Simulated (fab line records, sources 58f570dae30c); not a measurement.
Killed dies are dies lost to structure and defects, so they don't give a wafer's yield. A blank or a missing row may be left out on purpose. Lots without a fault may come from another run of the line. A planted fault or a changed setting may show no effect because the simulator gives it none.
Which tool did it? | flow berkeley_cmos170 | 14 lots, 42 wafers sampled, at 5 steps of a route of 331

WHAT THE GAUGES READ, wafer by wafer
UCB170_PSD_CD_MEAS_06: target cd 1200 nm. Usual: cd_nm 1200.2 nm, standard deviation 1.3.
lot  | measured     | on        | cd_nm (nm)           | flag
L359 | day 6 18:46  | cd_sem-02 | 1200.9 1201.0 1200.8 |
L360 | day 6 21:28  | cd_sem-01 | 1200.0 1201.5 1201.1 |
L362 | day 6 21:45  | cd_sem-02 | 1200.0 1198.2 1198.9 |
L361 | day 6 22:01  | cd_sem-02 | 1201.9 1201.3 1201.8 |
L365 | day 7 07:37  | cd_sem-01 | 1200.6 1198.9 1201.6 |
L364 | day 7 08:04  | cd_sem-01 | 1197.9 1199.4 1198.6 |
L366 | day 7 21:41  | cd_sem-01 | 1199.0 1199.1 1199.7 |
L373 | day 9 00:51  | cd_sem-01 | 1200.4 1198.7 1199.1 |
L375 | day 10 04:36 | cd_sem-01 | 1199.9 1198.8 1198.1 |
L380 | day 10 11:59 | cd_sem-02 | 1201.9 1200.5 1200.9 |
L378 | day 10 12:07 | cd_sem-02 | 1199.4 1199.4 1199.0 |
L381 | day 10 12:32 | cd_sem-01 | 1198.0 1197.3 1196.8 |
L377 | day 10 16:34 | cd_sem-02 | 1201.6 1201.5 1201.4 |
L382 | day 10 19:29 | cd_sem-01 | 1201.6 1202.2 1203.2 |

UCB170_CONTACT_CD_MEAS_90: target cd 700 nm. Usual: cd_nm 700.2 nm, standard deviation 1.4.
lot  | measured     | on        | cd_nm (nm)        | flag
L359 | day 7 13:33  | cd_sem-01 | 698.2 698.1 700.3 |
L360 | day 7 08:14  | cd_sem-01 | 700.2 700.9 700.1 |
L362 | day 7 13:55  | cd_sem-02 | 700.1 699.2 699.6 |
L361 | day 7 13:44  | cd_sem-01 | 701.2 700.3 699.3 |
L365 | day 7 18:28  | cd_sem-02 | 699.3 700.7 699.7 |
L364 | day 7 17:56  | cd_sem-01 | 698.8 701.9 700.8 |
L366 | day 8 07:39  | cd_sem-02 | 700.6 702.9 700.5 |
L373 | day 9 14:59  | cd_sem-01 | 700.9 700.6 700.9 |
L375 | day 10 14:13 | cd_sem-01 | 698.5 699.2 699.4 |
L380 | day 10 23:49 | cd_sem-02 | 700.8 701.6 701.0 |
L378 | day 11 00:41 | cd_sem-01 | 699.4 700.8 699.6 |
L381 | day 11 02:05 | cd_sem-01 | 699.0 697.8 698.7 |
L377 | day 11 03:37 | cd_sem-02 | 698.0 698.9 701.6 |
L382 | day 11 03:49 | cd_sem-02 | 699.7 699.9 700.9 |

UCB170_M1_OVL_MEAS_10. Usual: M1_OVL 4 nm, standard deviation 5.3.
lot  | measured     | on         | M1_OVL (nm) | flag
L359 | day 7 15:03  | overlay-02 | 15 13 14    |
L360 | day 7 12:53  | overlay-01 | -2 -4 -8    |
L362 | day 7 15:47  | overlay-01 | -1 -4 3     |
L361 | day 7 15:32  | overlay-01 | 5 2 2       |
L365 | day 7 20:29  | overlay-02 | 5 5 -2      |
L364 | day 7 19:49  | overlay-02 | 7 8 5       |
L366 | day 8 10:02  | overlay-02 | 7 9 13      |
L373 | day 9 17:13  | overlay-02 | 7 2 8       |
L375 | day 10 17:05 | overlay-01 | 3 1 3       |
L380 | day 11 01:24 | overlay-01 | 0 -6 -7     |
L378 | day 11 02:22 | overlay-01 | 3 2 -3      |
L381 | day 11 03:49 | overlay-02 | -2 -6 -5    |
L377 | day 11 05:06 | overlay-01 | 8 11 13     |
L382 | day 11 05:26 | overlay-02 | 7 1 7       |

UCB170_M2_CD_MEAS_15: target cd 700 nm. Usual: cd_nm 700.2 nm, standard deviation 1.2.
lot  | measured     | on        | cd_nm (nm)        | flag
L359 | day 7 22:28  | cd_sem-02 | 702.4 700.9 701.4 |
L360 | day 7 22:12  | cd_sem-02 | 701.6 702.6 702.0 |
L362 | day 8 00:29  | cd_sem-01 | 700.2 699.5 700.3 |
L361 | day 7 22:47  | cd_sem-02 | 701.5 701.2 701.8 |
L365 | day 8 07:33  | cd_sem-01 | 699.5 698.5 700.4 |
L364 | day 8 06:45  | cd_sem-01 | 700.7 700.9 698.8 |
L366 | day 8 20:46  | cd_sem-02 | 700.8 700.8 699.3 |
L373 | day 10 01:41 | cd_sem-02 | 689.9 688.6 689.5 | OFF
L375 | day 11 00:33 | cd_sem-02 | 693.1 690.9 690.8 | OFF
L380 | day 11 15:06 | cd_sem-02 | 698.9 698.8 700.4 |
L378 | day 11 15:23 | cd_sem-02 | 699.8 700.9 701.4 |
L381 | day 11 14:59 | cd_sem-02 | 698.4 699.3 699.1 |
L377 | day 11 15:59 | cd_sem-02 | 701.2 700.1 700.4 |
L382 | day 11 16:44 | cd_sem-02 | 699.7 699.5 700.4 |

WHICH TOOL RAN EACH LOT (tool, then ch and the chambers of the sampled wafers, then the start)
lot  | UCB170_M2_COAT_10
L359 | litho_track-01 ch 0, day 7 21:00
L360 | litho_track-02 ch 0, day 7 21:00
L362 | litho_track-01 ch 0, day 7 23:00
L361 | litho_track-03 ch 0, day 7 21:00
L365 | litho_track-02 ch 0, day 8 06:00
L364 | litho_track-02 ch 0, day 8 05:00
L366 | litho_track-01 ch 0, day 8 19:00
L373 | litho_track-01 ch 0, day 10 00:00
L375 | litho_track-01 ch 0, day 10 23:00
L380 | litho_track-03 ch 0, day 11 13:00
L378 | litho_track-02 ch 0, day 11 13:00
L381 | litho_track-02 ch 0, day 11 13:00
L377 | litho_track-02 ch 0, day 11 15:00
L382 | litho_track-02 ch 0, day 11 15:00
- UCB170_M2_COAT_10: resist thk 900 nm.

WHAT THE TOOLS THEMSELVES READ (means of the sampled wafers that have a number; where no wafer has one, the mark that the record gives instead)
UCB170_M2_COAT_10. Usual: chill_plate_temp_C 23.00 C, standard deviation 0.097.
lot  | tool           | chill_plate_temp_C (C) | flag
L359 | litho_track-01 | 23.11                  |
L360 | litho_track-02 | 22.96                  |
L362 | litho_track-01 | 23.00                  |
L361 | litho_track-03 | 22.92                  |
L365 | litho_track-02 | 23.00                  |
L364 | litho_track-02 | 23.03                  |
L366 | litho_track-01 | 22.86                  |
L373 | litho_track-01 | 22.96                  |
L375 | litho_track-01 | 23.11                  |
L380 | litho_track-03 | 23.03                  |
L378 | litho_track-02 | 23.09                  |
L381 | litho_track-02 | 22.93                  |
L377 | litho_track-02 | 22.89                  |
L382 | litho_track-02 | 22.97                  |

THE ANSWER, worked out from the rows above alone
Rule: a lot is off if the mean of its wafers that have a number lies more than 3 standard deviations from the usual mean. A lot without any number at a reading at which 4 lots or more have one is off too. The other lots that the step has rows for count as sound. The gauges are gone through in route order, then the tools' own readings, and for those a lot's mean is taken as printed above. The first step at which some lot is off is used, and at that step the reading that is off furthest; a lot without a number counts as furthest.
Off: L373, L375, at UCB170_M2_CD_MEAS_15 (cd_nm).
A tool fits if, at a process step before that reading, it ran every lot that is off, and no sound lot after the first of them. The gauges at UCB170_M2_CD_MEAS_15 are tried like those tools. One fits: litho_track-01 at UCB170_M2_COAT_10. Its last sound lot is L366 (day 8 19:00), its first lot that is off L373 (day 10 00:00): a fault that began between those two fits.

WHAT THE SIMULATOR HAD PUT IN
Process parameter drift: litho_track-01, from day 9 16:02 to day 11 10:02, at UCB170_M2_COAT_10. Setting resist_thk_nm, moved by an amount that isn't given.
Lots struck among those shown: L373, L375. The rule above found the same.
